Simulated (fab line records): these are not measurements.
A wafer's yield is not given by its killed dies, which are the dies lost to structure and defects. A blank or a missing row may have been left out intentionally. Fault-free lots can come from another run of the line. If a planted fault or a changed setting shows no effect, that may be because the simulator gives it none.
A lot that was struck, set against a sound lot    flow rit-cmos    15 out of 202 route steps
Sound: the wafers L735.1, L735.4, L735.5. Struck: wafers L741.3, L741.4, L741.6. The cause is named last.
Each step with rows lists, per side, the tool, then ch with its chambers, then its first start. Under that, the readings that differ: sound wafers    struck wafers    difference of the means    sigmas: that difference in standard deviations of wafers without a fault.
alike: a reading whose means differ by less than 2 such deviations, as well as words and numbers matching on both sides. not compared: withheld readings; readings where some wafer has no value; bounds like >300 that might hide an equal value; numbers whose values overlap and for which the record gives no deviation.
A row with sigmas, a row that says differs or no value, or rows on one side alone: a step with any of these is where the two part. When numbers do not overlap yet have no deviation, they are printed without sigmas and do not part them. A reading missing from all wafers of one side parts the sides only when that side holds two or more wafers.

first, 4 steps without rows for these wafers: RIT_GATE_CLEAN_01 (cleans in SC1, time 600 s); RIT_GATE_CLEAN_02 (cleans in dHF, time 30 s); RIT_GATE_CLEAN_03 (cleans in SC2, time 600 s); RIT_GATE_CLEAN_04 (cleans in dHF, time 60 s).
RIT_FOX2_THK_MEAS_91:
  sound on film-metro-04 at day 3 13:45; struck on film-metro-04 at day 4 19:54
  alike: FIELD_OXIDE_LEFT_2_THK
then, 2 steps without rows for these wafers: RIT_GATE_OXIDATION_05 (target thk 3 nm, ox time 270 s); RIT_GATE_ANNEAL_06 (time 600 s).
RIT_GATE_THK_MEAS_07:
  sound on film-metro-03 at day 3 15:23; struck on film-metro-01 at day 4 21:24
  alike: GATE_OXIDE_THK
then, 1 step without rows for these wafers: RIT_GATE_CVD_08 (deposits poly-Si from SiH4, target thk 250 nm, time 2314 s).
RIT_GATE_THK_MEAS_09:
  sound on film-metro-04 at day 3 17:04; struck on film-metro-04 at day 4 23:05
  alike: GATE_POLY_THK
then, 2 steps without rows for these wafers: RIT_GATE_HMDS_10 (prime time 60 s); RIT_GATE_COAT_11 (resist thk 850 nm).
RIT_GATE_SOFTBAKE_12: time 60 s.
  sound on litho-track-02 ch 0, day 3 17:25; struck on litho-track-03 ch 0, day 4 23:28
reading                   sound              struck             difference  sigmas
heater-power-total-W (W)  34.64 34.50 34.58  35.83 35.87 35.84  +1.27       +26
run-length-s (s)          89.38 89.00 89.08  82.16 82.10 82.27  -6.98       -39
then, 1 step without rows for these wafers: RIT_GATE_EXPOSE_13 (exposes mask M6, target cd 150 nm).
RIT_M1_PROBE_99:
  sound on prober-01 at day 4 13:59; struck on prober-01 at day 5 20:24
  alike: killed_at_M0_to_M3, killed-at-contacts, killed-at-front-end, killed-dies, killed-open, killed-short

WHERE THEY PART
At RIT_GATE_SOFTBAKE_12 and nowhere else, as far as this record goes. Later steps at which nothing parts them and some readings are alike: RIT_M1_PROBE_99.

WHY: what had been put in by the simulator
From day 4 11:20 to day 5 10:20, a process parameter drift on litho-track-03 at RIT_GATE_SOFTBAKE_12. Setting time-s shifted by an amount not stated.
